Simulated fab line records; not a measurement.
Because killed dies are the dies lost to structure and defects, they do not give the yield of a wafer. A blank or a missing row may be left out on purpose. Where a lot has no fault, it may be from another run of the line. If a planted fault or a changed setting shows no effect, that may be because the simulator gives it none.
Problem report in the 8D (eight disciplines) form, filled by code | flow rit cmos | the parts of the form that need people (team, actions taken, sign-off) are left out

1. WHAT IS WRONG
At RIT_PSD_HMDS_00, prime temp c averages 148.69 C over 6 wafers from 2 lots, while fault-free wafers read 140.00 C, standard deviation 0.14. That puts it +62 standard deviations away from the usual mean.
The step: prime time 60 s.
Earliest sighting: wafer L475.1 on litho track-01 at day 7 00:53. At this step, 42 wafers from 14 lots have a number in the record. Rule for "out", or "out of limits": more than 4 standard deviations from the usual mean. The rest of the wafers with a number are treated as sound.

2. WHAT IT IS; WHAT IT IS NOT
question                    | is                     | is not
which readings at this step | prime temp c           | -
which lots                  | L475, L477             | L458, L461, L462, L463, L464, L465, L466, L468, L472, L478, L479, L481
which wafers of those lots  | all that have a number | -
read on which tools         | litho track-01         | litho track-03, litho track-04
when                        | from day 7 00:53       | up to then (27 sound wafers); but 9 sound wafers of L478, L479, L481 came after

3. SUSPECTS, AND WHAT RULES EACH OUT
Counting: a tool at a process step up to the reading stays a suspect if it ran every lot that is out and no sound lot after the first of them.
- litho track-01 at RIT_PSD_HMDS_00 (prime time 60 s): kept. It ran every lot that is out, first L475 (day 7 00:53), and no sound lot after that; its last sound lot up to then is L472 (day 6 19:50). Its own readings are out on those wafers: prime temp c.
After counting, what remains is litho track-01 at RIT_PSD_HMDS_00.

4. THE CAUSE (what the simulator had put in)
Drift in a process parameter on litho track-01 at RIT_PSD_HMDS_00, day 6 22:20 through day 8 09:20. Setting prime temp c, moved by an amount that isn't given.
This tool alone remained once counting was done.

5. SEQUENCE OF EFFECTS, ordered by route
Each row: a reading whose mean over the struck wafers that have a number lies more than 3 standard deviations from the usual. Readings are gone through only where the record gives a usual standard deviation; hours: the median, over the lots, of the time from a lot's start at the first step in this table giving one to that lot's start at this step; sigmas: the change measured in usual standard deviations.
hours | step            | reading      | usual    | on struck wafers | change | sigmas
0     | RIT_PSD_HMDS_00 | prime temp c | 140.00 C | 148.69           | +8.69  | +62
Its process steps:
- RIT_PSD_HMDS_00: prime time 60 s.

6. HOW IT WOULD HAVE BEEN CAUGHT EARLIER
3 hours passed between the start of the fault at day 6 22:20 and the first reading out of limits in this record, taken at day 7 00:53.
